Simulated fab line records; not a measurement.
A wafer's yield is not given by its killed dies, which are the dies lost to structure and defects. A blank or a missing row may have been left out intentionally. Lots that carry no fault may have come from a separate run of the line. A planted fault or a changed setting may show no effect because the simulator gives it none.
Commonality check across tools    flow rit_cmos    42 wafers sampled across 14 lots

== WHY THIS WAS OPENED ==
RIT_M1_RS_MEAS_01, reading M1_AL_RS: flagged on 2 of 14 lots. Wafers without a fault read 0.0733 ohm/sq, standard deviation 0.0008.
Rule: flag the lot when none of its wafers has a number, or when each of its wafers that has one lies beyond 4 standard deviations from that mean. The other lots count as sound.

lot   measured     on             M1_AL_RS (ohm/sq), wafer by wafer  flag
L483  day 3 05:56  film_metro-02  0.0732 0.0732 0.0726               
L484  day 3 15:07  film_metro-02  0.0730 0.0720 0.0719               
L486  day 3 23:25  film_metro-03  0.0735 0.0732 0.0733               
L487  day 4 03:06  film_metro-02  0.0714 0.0717 0.0721               
L488  day 4 10:55  film_metro-03  0.0744 0.0739 0.0746               
L489  day 4 15:47  film_metro-03  0.0733 0.0737 0.0734               
L491  day 4 22:50  film_metro-03  0.0726 0.0730 0.0735               
L492  day 5 03:38  film_metro-03  0.0719 0.0722 0.0718               
L494  day 5 12:53  film_metro-03  0.0726 0.0729 0.0728               
L496  day 5 23:11  film_metro-03  0.0734 0.0722 0.0728               
L497  day 6 04:16  film_metro-02  0.0466 0.0464 0.0466               FLAGGED
L499  day 6 15:13  film_metro-02  0.0472 0.0472 0.0470               FLAGGED
L502  day 7 05:35  film_metro-03  0.0747 0.0750 0.0752               
L504  day 7 15:02  film_metro-02  0.0730 0.0733 0.0726               
Average over the flagged lots: 0.0468 ohm/sq; offset from the usual -0.0265 ohm/sq, equal to -33 standard deviations.

== TOOL THAT RAN EACH LOT ==
2 process steps preceding the reading are held in the record, out of 202 steps in the route. Each cell gives the tool, then ch followed by the chambers the sampled wafers passed through, then the start.
lot   flag     RIT_NSD_SOFTBAKE_02               RIT_M1_SPUTTER_00
L483           litho_track-03 ch 0, day 2 23:19  pvd_sputter-02, day 3 05:39
L484           litho_track-03 ch 0, day 3 08:19  pvd_sputter-01, day 3 14:48
L486           litho_track-01 ch 0, day 3 16:28  pvd_sputter-04, day 3 23:05
L487           litho_track-03 ch 0, day 3 20:23  pvd_sputter-01, day 4 02:49
L488           litho_track-03 ch 0, day 4 04:13  pvd_sputter-04, day 4 10:37
L489           litho_track-01 ch 0, day 4 08:53  pvd_sputter-01, day 4 15:29
L491           litho_track-03 ch 0, day 4 15:46  pvd_sputter-01, day 4 22:32
L492           litho_track-01 ch 0, day 4 20:53  pvd_sputter-04, day 5 03:19
L494           litho_track-03 ch 0, day 5 06:07  pvd_sputter-04, day 5 12:36
L496           litho_track-01 ch 0, day 5 16:42  pvd_sputter-04, day 5 22:52
L497  FLAGGED  litho_track-04 ch 0, day 5 21:38  pvd_sputter-01, day 6 03:58
L499  FLAGGED  litho_track-03 ch 0, day 6 07:57  pvd_sputter-01, day 6 14:55
L502           litho_track-04 ch 0, day 6 22:58  pvd_sputter-04, day 7 05:18
L504           litho_track-03 ch 0, day 7 08:04  pvd_sputter-04, day 7 14:44
What is done by these steps:
- RIT_NSD_SOFTBAKE_02: time 60.96 s.
- RIT_M1_SPUTTER_00: material Al, target thk 400 nm, time 500 s.
- RIT_M1_RS_MEAS_01: measures by four-point-probe.

== FLAGGED AGAINST TOTAL, ONE TOOL AT A TIME (gauges that did the reading follow at the end) ==
step                 tool            lots run  flagged  share of the flagged lots  sound lots run after its first flagged lot
RIT_NSD_SOFTBAKE_02  litho_track-01  4         0        none                       -
RIT_NSD_SOFTBAKE_02  litho_track-03  8         1        some                       1 (L504)
RIT_NSD_SOFTBAKE_02  litho_track-04  2         1        some                       1 (L502)
RIT_M1_SPUTTER_00    pvd_sputter-01  6         2        all                        0
RIT_M1_SPUTTER_00    pvd_sputter-02  1         0        none                       -
RIT_M1_SPUTTER_00    pvd_sputter-04  7         0        none                       -
RIT_M1_RS_MEAS_01    film_metro-02   6         2        all                        1 (L504)
RIT_M1_RS_MEAS_01    film_metro-03   8         0        none                       -

== WHAT IS ALLOWED BY THE TABLE ==
2 rows of the table ran every flagged lot: pvd_sputter-01 at RIT_M1_SPUTTER_00, film_metro-02 at RIT_M1_RS_MEAS_01.
- pvd_sputter-01 at RIT_M1_SPUTTER_00 ran 6 lots, 2 of them flagged. Its last sound lot is L491 (day 4 22:32), its first flagged lot L497 (day 6 03:58): a fault that began between those two fits.
- film_metro-02 at RIT_M1_RS_MEAS_01 ran 6 lots, 2 of them flagged. Sound lots followed the first flagged one (L504) on it, something a lasting fault affecting the whole tool could not allow.
pvd_sputter-01 at RIT_M1_SPUTTER_00 is the single tool remaining.

== WHAT WAS PUT IN BY THE SIMULATOR ==
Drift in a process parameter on pvd_sputter-01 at RIT_M1_SPUTTER_00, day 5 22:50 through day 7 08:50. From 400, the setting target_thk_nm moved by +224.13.
Struck lots among those shown: L497, L499. The rule above found the same.
